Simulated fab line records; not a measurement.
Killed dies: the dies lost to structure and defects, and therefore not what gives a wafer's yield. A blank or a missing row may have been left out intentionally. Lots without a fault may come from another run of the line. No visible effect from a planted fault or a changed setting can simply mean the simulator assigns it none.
A lot that was struck, set against a sound lot ; flow berkeleyCmos170 ; 14 steps out of a route of 331
Sound: these wafers, L653.1, L653.3, L653.5. Wafers L666.1, L666.4, L666.5 were the ones struck. The cause is named last.
Each step with rows lists, per side, the tool, then ch with its chambers, then its first start. Under that, the readings that differ: sound wafers ; struck wafers ; difference of the means ; sigmas: that difference in standard deviations of wafers without a fault.
alike: readings whose means differ by less than 2 such deviations, and words and numbers that are the same on both sides. not compared: withheld readings, readings that some wafer has no value for, bounds like >300 that may hide the same value, and numbers for which the record gives no deviation and whose values overlap.
The two part at a step that has a row with sigmas, a row that says differs or no value, or rows on one side only. Numbers that don't overlap but have no deviation are shown without sigmas and don't part them. Lack of a reading on every wafer of one side parts them only where that side has two or more wafers.

first, 1 step without rows for these wafers: UCB170_NSD_DEVELOP_05 (develop time 45 s).
UCB170_NSD_CD_MEAS_06: target cd 1200 nm.
  sound on cdSem-02 at day 7 09:54; struck on cdSem-01 at day 10 05:49
  alike: cdNm
UCB170_NSD_OVL_MEAS_07:
  sound on overlay-01 at day 7 10:01; struck on overlay-02 at day 10 05:56
  alike: NSD_OVL
next, for these wafers, 1 step has no rows: UCB170_NSD_IMPLANT_08.
UCB170_NSD_STRIP_09: strips in O2.
  sound on plasmaAsher-03 ch 0,1, day 7 10:12; struck on plasmaAsher-04 ch 0,1, day 10 06:08
  alike: drypumpMotorCurrentA, oesProductAu, stripTimeToEndpointS
  not compared: rfHoursCounterH
UCB170_NSD_TW_MEAS_10:
  sound on filmMetro-02 at day 7 10:18; struck on filmMetro-04 at day 10 06:14
  alike: NSD_TW
then, 4 steps without rows for these wafers: UCB170_NSD_CLEAN_11 (cleans in SPM, time 600 s); UCB170_BACKSIDE_HMDS_00 (prime time 60 s); UCB170_BACKSIDE_COAT_01 (resist thk 900 nm); UCB170_BACKSIDE_SOFTBAKE_02 (time 60 s).
UCB170_BACKSIDE_STRIP_03: strips in O2.
  sound on plasmaAsher-03 ch 0,1, day 7 10:59; struck on plasmaAsher-01 ch 0, day 10 06:55
  alike: drypumpMotorCurrentA, oesProductAu, stripTimeToEndpointS
  not compared: rfHoursCounterH
then, 1 step without rows for these wafers: UCB170_BACKSIDE_CLEAN_04 (cleans in SPM, time 600 s).
UCB170_SDANNEAL_RTA_00: time 10 s.
  sound on rtpAnneal-02 ch 0, day 7 11:16; struck on rtpAnneal-02, day 10 07:11
  no value came back on the struck wafers for annealTempCMax, chamberO2Ppm, lampPowerPct (%), wafer_temp_C_max; on the sound wafers annealTempCMax reads 905.1 903.8 903.1
UCB170_SDANNEAL_RTA_01: time 5 s.
  sound on rtpAnneal-02 ch 0, day 7 11:20; struck on rtpAnneal-02 ch 0, day 10 07:16
  alike: annealTempCMax, chamberO2Ppm, wafer_temp_C_max

== WHERE THEY PART ==
At UCB170_SDANNEAL_RTA_00 and nowhere else, as far as this record goes. Later steps at which nothing parts them and some readings are alike: UCB170_SDANNEAL_RTA_01.

WHY: the cause the simulator had injected
Beginning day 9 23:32, the whole step at UCB170_SDANNEAL_RTA_00 was skipped on rtpAnneal-02. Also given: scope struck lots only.
